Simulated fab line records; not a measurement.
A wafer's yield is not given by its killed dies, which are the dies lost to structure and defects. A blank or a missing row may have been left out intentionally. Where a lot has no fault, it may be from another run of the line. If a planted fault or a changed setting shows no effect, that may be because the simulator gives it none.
A struck lot beside a sound one + flow berkeley_cmos170 + 40 steps out of a route of 331
Sound: wafers L175.1, L175.5, L175.6. The struck wafers were L173.2, L173.5, L173.6. Last of all comes the cause.
Per side, at each step with rows, come the tool, then ch with its chambers, and then its first start. Under that, the readings that differ: sound wafers + struck wafers + difference of the means + sigmas: that difference in standard deviations of wafers without a fault.
alike: readings with means less than 2 such deviations apart, plus words and numbers identical on both sides. not compared: withheld readings, readings lacking a value on some wafer, bounds such as >300 that could conceal the same value, and numbers that have no deviation in the record and whose values overlap.
The two part at a step that has a row with sigmas, a row that says differs or no value, or rows on one side only. Numbers that have no deviation but don't overlap get no sigmas and don't part them. A reading missing from all wafers of one side parts the sides only when that side holds two or more wafers.

first, 4 steps without rows for these wafers: UCB170_PFIELD_SOFTBAKE_02 (time 60 s); UCB170_PFIELD_EXPOSE_03 (exposes mask PFIELD, target cd 1500 nm); UCB170_PFIELD_PEB_04; UCB170_PFIELD_DEVELOP_05 (develop time 45 s).
UCB170_PFIELD_OVL_MEAS_06:
  sound: overlay-02 at day 6 02:55; struck: overlay-02 at day 6 03:10
  alike: PFIELD_OVL
next, for these wafers, 1 step has no rows: UCB170_PFIELD_IMPLANT_07.
UCB170_PFIELD_STRIP_08: strips in O2.
  sound on plasma_asher-04 ch 0,1, day 6 03:06; struck on plasma_asher-02 ch 0,1, day 6 03:20
| reading                     | sound       | struck      | difference | sigmas |
|-----------------------------|-------------|-------------|------------|--------|
| drypump_motor_current_A (A) | 6.0 5.8 6.0 | 5.2 5.3 5.2 | -0.7       | -2     |
  alike: oes_product_au, strip_time_to_endpoint_s
  not compared: rf_hours_counter_h
UCB170_PFIELD_TW_MEAS_09:
  sound: film_metro-04 at day 6 03:12; struck: film_metro-02 at day 6 03:27
  alike: PFIELD_TW
then, 2 steps without rows for these wafers: UCB170_FIELD_CLEAN_00 (cleans in dHF, time 7.5 s); UCB170_FIELD_OXIDATION_01 (target thk 558.3 nm, ox time 7200 s).
UCB170_FIELD_THK_MEAS_02:
  sound: film_metro-03 at day 6 08:29; struck: film_metro-02 at day 6 08:26
  alike: FIELD_OXIDE_THK
then, 1 step without rows for these wafers: UCB170_FIELD_ANNEAL_03 (time 1200 s).
UCB170_FIELD_WET_ETCH_04: etches SiO2 in dHF, time 60 s.
  sound on wet_bench-04 ch 0, day 6 11:37; struck on wet_bench-04 ch 3, day 6 11:37
  no value came back on the struck wafers for bath_heat_duty_pct (%), run_length_s (s); on the sound wafers bath_heat_duty_pct (%) reads 5.6 7.6 6.6
| reading                                      | sound             | struck            | difference | sigmas |
|----------------------------------------------|-------------------|-------------------|------------|--------|
| model.SiO2_of_FIELD_OXIDATION_01.thk_nm (nm) | 527.8 527.9 526.8 | 566.9 564.6 566.7 | +38.6      |        |
then, 1 step without rows for these wafers: UCB170_FIELD_WET_ETCH_05 (etches Si3N4 in H3PO4, time 12600 s).
UCB170_FIELD_WET_ETCH_06: etches SiO2 in BOE, time 22 s.
  sound on wet_bench-01 ch 1, day 6 15:08; struck on wet_bench-01 ch 2, day 6 15:08
| reading                                      | sound             | struck          | difference | sigmas |
|----------------------------------------------|-------------------|-----------------|------------|--------|
| model.SiO2_of_FIELD_OXIDATION_01.thk_nm (nm) | 444.6 444.8 443.4 | 483.3 481 483.2 | +38.2      |        |
  alike: bath_heat_duty_pct, run_length_s
UCB170_FIELD_THK_MEAS_90:
  sound: film_metro-02 at day 6 15:13; struck: film_metro-01 at day 6 15:30
| reading                     | sound       | struck      | difference | sigmas |
|-----------------------------|-------------|-------------|------------|--------|
| FIELD_OXIDE_LEFT_1_THK (nm) | 445 445 444 | 483 481 483 | +38        | +4     |
  not compared: hold
then, 10 steps without rows for these wafers: UCB170_SACOX_OXIDATION_01 (target thk 14.4 nm, ox time 2400 s); UCB170_SCREENOX_WET_ETCH_00 (etches SiO2 in dHF, time 200 s); UCB170_SCREENOX_OXIDATION_01 (target thk 14.4 nm, ox time 2400 s); UCB170_SCREENOX_ANNEAL_03 (time 900 s); UCB170_NVT_HMDS_00 (prime time 60 s); UCB170_NVT_COAT_01 (resist thk 900 nm); UCB170_NVT_SOFTBAKE_02 (time 60 s); UCB170_NVT_EXPOSE_03 (exposes mask PWELL, target cd 3000 nm); UCB170_NVT_PEB_04; UCB170_NVT_DEVELOP_05 (develop time 45 s).
UCB170_NVT_OVL_MEAS_06:
  sound: overlay-01 at day 7 00:38; struck: overlay-01 at day 7 06:51
  alike: NVT_OVL
next, for these wafers, 1 step has no rows: UCB170_NVT_IMPLANT_07.
UCB170_NVT_STRIP_08: strips in O2.
  sound on plasma_asher-03 ch 0,1, day 7 00:49; struck on plasma_asher-01 ch 0,1, day 7 07:02
| reading                      | sound             | struck            | difference | sigmas |
|------------------------------|-------------------|-------------------|------------|--------|
| strip_time_to_endpoint_s (s) | 21.65 21.68 21.71 | 21.48 21.47 21.55 | -0.18      | -3     |
  alike: drypump_motor_current_A, oes_product_au
  not compared: rf_hours_counter_h
UCB170_NVT_TW_MEAS_09:
  sound: film_metro-01 at day 7 00:55; struck: film_metro-04 at day 7 07:08
| reading | sound       | struck      | difference | sigmas |
|---------|-------------|-------------|------------|--------|
| NVT_TW  | 532 530 528 | 519 524 522 | -8         | -3     |
then, 7 steps without rows for these wafers: UCB170_NVT_CLEAN_10 (cleans in SPM, time 600 s); UCB170_PVT_HMDS_00 (prime time 60 s); UCB170_PVT_COAT_01 (resist thk 900 nm); UCB170_PVT_SOFTBAKE_02 (time 60 s); UCB170_PVT_EXPOSE_03 (exposes mask NWELL, target cd 3000 nm); UCB170_PVT_PEB_04; UCB170_PVT_DEVELOP_05 (develop time 45 s).
UCB170_PVT_OVL_MEAS_06:
  sound: overlay-02 at day 7 05:04; struck: overlay-02 at day 7 10:36
| reading      | sound      | struck | difference | sigmas |
|--------------|------------|--------|------------|--------|
| PVT_OVL (nm) | -6 -11 -14 | -1 2 3 | +12        | +2     |
next, for these wafers, 1 step has no rows: UCB170_PVT_IMPLANT_07.
UCB170_FIELD_THK_MEAS_91:
  sound: film_metro-02 at day 7 05:32; struck: film_metro-01 at day 7 14:46
| reading                     | sound       | struck      | difference | sigmas |
|-----------------------------|-------------|-------------|------------|--------|
| FIELD_OXIDE_LEFT_2_THK (nm) | 355 356 354 | 395 393 395 | +39        | +5     |
  not compared: hold

== WHERE THEY PART ==
At UCB170_PFIELD_STRIP_08 first; at UCB170_FIELD_THK_MEAS_91 last (within this record only).

WHY: the cause the simulator had injected
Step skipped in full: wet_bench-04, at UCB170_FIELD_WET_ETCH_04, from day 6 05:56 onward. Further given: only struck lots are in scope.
